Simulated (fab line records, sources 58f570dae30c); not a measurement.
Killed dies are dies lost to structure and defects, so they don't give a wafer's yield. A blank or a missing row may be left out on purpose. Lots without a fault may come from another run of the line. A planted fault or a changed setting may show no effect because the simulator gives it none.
One fault seen from 2 desks | flow berkeley_cmos170 | each desk has only its own numbers; what lay behind them comes last

THE TOOL OWNER'S DESK: wet_bench-03
The tool's own readings at UCB170_NWELL_WET_ETCH_18 (etches Si3N4 in H3PO4, time 14400 s): means of the sampled wafers that have a number, for each lot that ran on this tool. A lot is out of limits, marked OUT, if its mean lies more than 4 standard deviations from the usual mean; the brackets give that distance.
Columns: A = bath_guard_temp_C at UCB170_NWELL_WET_ETCH_18, usual 159.8 C; B = bath_heat_duty_pct at UCB170_NWELL_WET_ETCH_18, usual 27.9 %
lot  | first seen here | A     | B
L308 | day 3 09:32     | 160.1 | 26.4
L310 | day 3 16:14     | 160.0 | 29.5
L311 | day 4 00:05     | 160.0 | 29.5
L313 | day 4 10:13     | 159.2 | 31.4
L322 | day 6 15:20     | 159.5 | 27.2
This desk's finding: nothing out of limits on any of the 5 lots.

THE METROLOGY DESK
What the gauges read, lot by lot, whatever tool the lot ran on: means of the sampled wafers that have a number. A lot is out of limits, marked OUT, if its mean lies more than 4 standard deviations from the usual mean; the brackets give that distance.
Columns: A = WELLDRIVE_OXIDE_THK at UCB170_WELLDRIVE_THK_MEAS_02, usual 199 nm; B = cd_nm at UCB170_ACTIVE_CD_MEAS_90, usual 1200.6 nm
lot  | first seen here | A   | B
L307 | day 4 04:04     | 194 | 1199.4
L304 | day 4 04:05     | 198 | 1199.8
L306 | day 4 04:08     | 198 | 1202.7
L308 | day 4 16:53     | 202 | 1199.9
L309 | day 4 16:53     | 199 | 1201.9
L310 | day 5 02:23     | 196 | 1202.6
L311 | day 5 12:21     | 197 | 1200.6
L313 | day 5 19:40     | 200 | 1201.2
L316 | day 6 15:46     | 198 | 1200.8
L322 | day 8 00:04     | 197 | 1202.5
L327 | day 8 14:29     | 197 | 1200.6
L326 | day 8 23:44     | 192 | 1199.3
This desk's finding: nothing out of limits on any of the 12 lots.

PUT TOGETHER
The tool owner's desk saw nothing out of limits.
The metrology desk saw nothing out of limits.

WHAT THE SIMULATOR HAD PUT IN
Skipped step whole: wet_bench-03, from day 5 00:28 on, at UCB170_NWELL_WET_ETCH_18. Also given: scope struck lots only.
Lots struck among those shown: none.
